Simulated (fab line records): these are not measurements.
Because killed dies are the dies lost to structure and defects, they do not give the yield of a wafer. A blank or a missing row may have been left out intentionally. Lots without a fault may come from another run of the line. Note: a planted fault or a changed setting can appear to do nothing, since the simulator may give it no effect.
Which tool was responsible? ; flow berkeley-cmos170 ; Sampling: 13 lots, 39 wafers, 5 of 331 route steps

== WHAT THE GAUGES SHOWED, per wafer ==
UCB170_ACTIVE_CD_MEAS_13 targets a cd of 1200 nm. Usual: cd-nm at 1199.7 nm, with a standard deviation of 1.5.
lot;measured;on;cd-nm (nm);flag
L307;day 4 07:07;cd-sem-01;1198.0 1198.9 1198.2;
L308;day 4 12:50;cd-sem-01;1198.0 1198.9 1199.4;
L309;day 4 20:15;cd-sem-02;1198.6 1198.3 1199.0;
L314;day 5 18:44;cd-sem-01;1198.6 1200.9 1198.2;
L313;day 5 19:01;cd-sem-02;1198.7 1198.9 1198.8;
L318;day 6 17:18;cd-sem-01;1198.3 1198.0 1199.0;
L320;day 7 01:14;cd-sem-02;1198.5 1198.9 1199.8;
L321;day 7 05:26;cd-sem-01;1200.8 1199.4 1201.3;
L322;day 7 13:55;cd-sem-01;1200.5 1201.4 1201.5;
L325;day 8 03:23;cd-sem-01;1200.6 1200.0 1199.5;
L327;day 8 12:08;cd-sem-01;1195.8 1198.1 1198.1;
L328;day 8 23:49;cd-sem-02;1199.3 1198.5 1199.8;
L329;day 9 07:34;cd-sem-01;1199.3 1197.5 1198.3;

UCB170_M1_RS_MEAS_01: the measuring method here is four-point-probe. Usual: M1_AL_RS gives 0.0487 ohm/sq (standard deviation 0.00043).
lot;measured;on;M1_AL_RS (ohm/sq);flag
L307;day 7 01:01;film-metro-03;0.0486 0.0484 0.0485;
L308;day 7 08:10;film-metro-02;0.0487 0.0487 0.0485;
L309;day 7 20:58;film-metro-03;0.0651 0.0484 0.0488 0.0651 0.0484 0.0489;OFF
L314;day 8 21:01;film-metro-03;0.0487 0.0653 0.0483 0.0487 0.0654 0.0485;OFF
L313;day 8 20:44;film-metro-01;0.0490 0.0483 0.0486;
L318;day 9 08:55;film-metro-01;0.0487 0.0486 0.0486;
L320;day 10 01:04;film-metro-01;0.0490 0.0492 0.0494;
L321;day 10 01:15;film-metro-03;0.0490 0.0490 0.0488;
L322;day 10 12:41;film-metro-02;0.0489 0.0488 0.0487;
L325;day 11 07:52;film-metro-02;0.0487 0.0480 0.0484;
L327;day 11 18:28;film-metro-01;0.0489 0.0488 0.0487;
L328;day 12 03:58;film-metro-02;0.0490 0.0491 0.0491;
L329;day 12 18:20;film-metro-01;0.0482 0.0478 0.0482;

UCB170_M1_THK_MEAS_02: measures by xrf. Usual: M1_AL_THK gives 607 nm (standard deviation 5.9).
lot;measured;on;M1_AL_THK (nm);flag
L307;day 7 01:08;film-metro-03;611 612 613;
L308;day 7 08:17;film-metro-02;607 608 609;
L309;day 8 01:13;film-metro-03;455 607 601 453 609 603;OFF
L314;day 8 23:44;film-metro-03;603 450 605 603 453 609;OFF
L313;day 8 20:51;film-metro-01;604 612 610;
L318;day 9 09:01;film-metro-01;609 611 612;
L320;day 10 01:11;film-metro-01;607 603 597;
L321;day 10 01:22;film-metro-03;601 602 604;
L322;day 10 12:49;film-metro-02;604 603 607;
L325;day 11 07:58;film-metro-02;601 613 608;
L327;day 11 18:35;film-metro-01;604 605 605;
L328;day 12 04:05;film-metro-02;602 604 596;
L329;day 12 18:26;film-metro-01;613 622 614;

== TOOL THAT RAN EACH LOT (tool first, then ch and the chambers of the sampled wafers, then the start) ==
lot;UCB170_NWELL_STRIP_15;UCB170_M1_SPUTTER_00
L307;plasma-asher-03 ch 0,1, day 2 11:08;pvd-sputter-03, day 7 00:57
L308;plasma-asher-02 ch 0,1, day 2 19:37;pvd-sputter-04, day 7 08:06
L309;plasma-asher-03 ch 0,1, day 2 22:05;pvd-sputter-04, day 7 20:54
L314;plasma-asher-03 ch 0,1, day 3 21:26;pvd-sputter-04, day 8 20:57
L313;plasma-asher-02 ch 0,1, day 3 21:37;pvd-sputter-01, day 8 20:40
L318;plasma-asher-02 ch 0,1, day 4 18:58;pvd-sputter-03, day 9 08:50
L320;plasma-asher-03 ch 0,1, day 5 03:44;pvd-sputter-03, day 10 01:01
L321;plasma-asher-01 ch 0,1, day 5 08:37;pvd-sputter-01, day 10 01:11
L322;plasma-asher-02 ch 0,1, day 5 15:35;pvd-sputter-01, day 10 12:38
L325;plasma-asher-02 ch 0,1, day 6 06:28;pvd-sputter-04, day 11 07:47
L327;plasma-asher-03 ch 0,1, day 6 18:30;pvd-sputter-04, day 11 18:24
L328;plasma-asher-03 ch 0,1, day 7 02:31;pvd-sputter-04, day 12 03:54
L329;plasma-asher-01 ch 0,1, day 7 04:00;pvd-sputter-01, day 12 18:14
- UCB170_NWELL_STRIP_15: strips in O2.
- UCB170_M1_SPUTTER_00: material Al, target thk 600 nm, time 80 s.

== WHAT THE TOOLS THEMSELVES READ (means of the sampled wafers that have a number; where no wafer has one, the mark that the record gives instead) ==
UCB170_NWELL_STRIP_15. Usual: drypump-motor-current-A 5.5 A, standard deviation 0.5; o2-flow-sccm 400.1 sccm, standard deviation 1.2; oes-product-au 0.720 a.u., standard deviation 0.0044; strip-time-to-endpoint-s 18.04 s, standard deviation 0.075.
lot;tool;drypump-motor-current-A (A);o2-flow-sccm (sccm);oes-product-au (a.u.);strip-time-to-endpoint-s (s);flag
L307;plasma-asher-03;5.2;397.7;0.722;17.99;
L308;plasma-asher-02;5.4;399.6;0.726;18.02;
L309;plasma-asher-03;5.3;399.4;0.724;18.17;
L314;plasma-asher-03;5.2;399.8;0.719;18.05;
L313;plasma-asher-02;5.4;400.3;0.720;18.14;
L318;plasma-asher-02;5.2;400.1;0.718;17.96;
L320;plasma-asher-03;5.2;400.2;0.718;18.13;
L321;plasma-asher-01;6.2;401.0;0.719;17.98;
L322;plasma-asher-02;5.5;399.5;0.716;18.08;
L325;plasma-asher-02;5.5;399.4;0.722;18.04;
L327;plasma-asher-03;5.2;401.4;0.722;18.12;
L328;plasma-asher-03;5.2;400.4;0.723;18.07;
L329;plasma-asher-01;6.3;400.9;0.722;18.11;

UCB170_M1_SPUTTER_00. Usual: throttle-valve-pct at 29.7 %, with a standard deviation of 0.83.
lot;tool;throttle-valve-pct (%);flag
L307;pvd-sputter-03;29.2;
L308;pvd-sputter-04;29.3;
L309;pvd-sputter-04;29.8;
L314;pvd-sputter-04;30.5;
L313;pvd-sputter-01;29.6;
L318;pvd-sputter-03;29.1;
L320;pvd-sputter-03;28.9;
L321;pvd-sputter-01;29.8;
L322;pvd-sputter-01;30.2;
L325;pvd-sputter-04;30.2;
L327;pvd-sputter-04;30.2;
L328;pvd-sputter-04;30.0;
L329;pvd-sputter-01;30.4;

== THE ANSWER, worked out from the rows above alone ==
Rule: take the mean of a lot's wafers that have a number; if it is more than 3 standard deviations from the usual mean, the lot is off. A lot without any number at a reading at which 4 lots or more have one is off too. Where the step has rows for the other lots, those lots are counted as sound. First the gauges in route order, then the tools' own readings, where a lot's mean is used as printed above. The first step at which some lot is off is used, and at that step the reading that is off furthest; a lot without a number counts as furthest.
Off: L309, L314, at UCB170_M1_RS_MEAS_01 (M1_AL_RS).
A tool fits if, at a process step before that reading, it ran every lot that is off, and no sound lot after the first of them. Gauges at UCB170_M1_RS_MEAS_01: tried the same way as those tools. None of those tried fits.

== WHAT THE SIMULATOR HAD PUT IN ==
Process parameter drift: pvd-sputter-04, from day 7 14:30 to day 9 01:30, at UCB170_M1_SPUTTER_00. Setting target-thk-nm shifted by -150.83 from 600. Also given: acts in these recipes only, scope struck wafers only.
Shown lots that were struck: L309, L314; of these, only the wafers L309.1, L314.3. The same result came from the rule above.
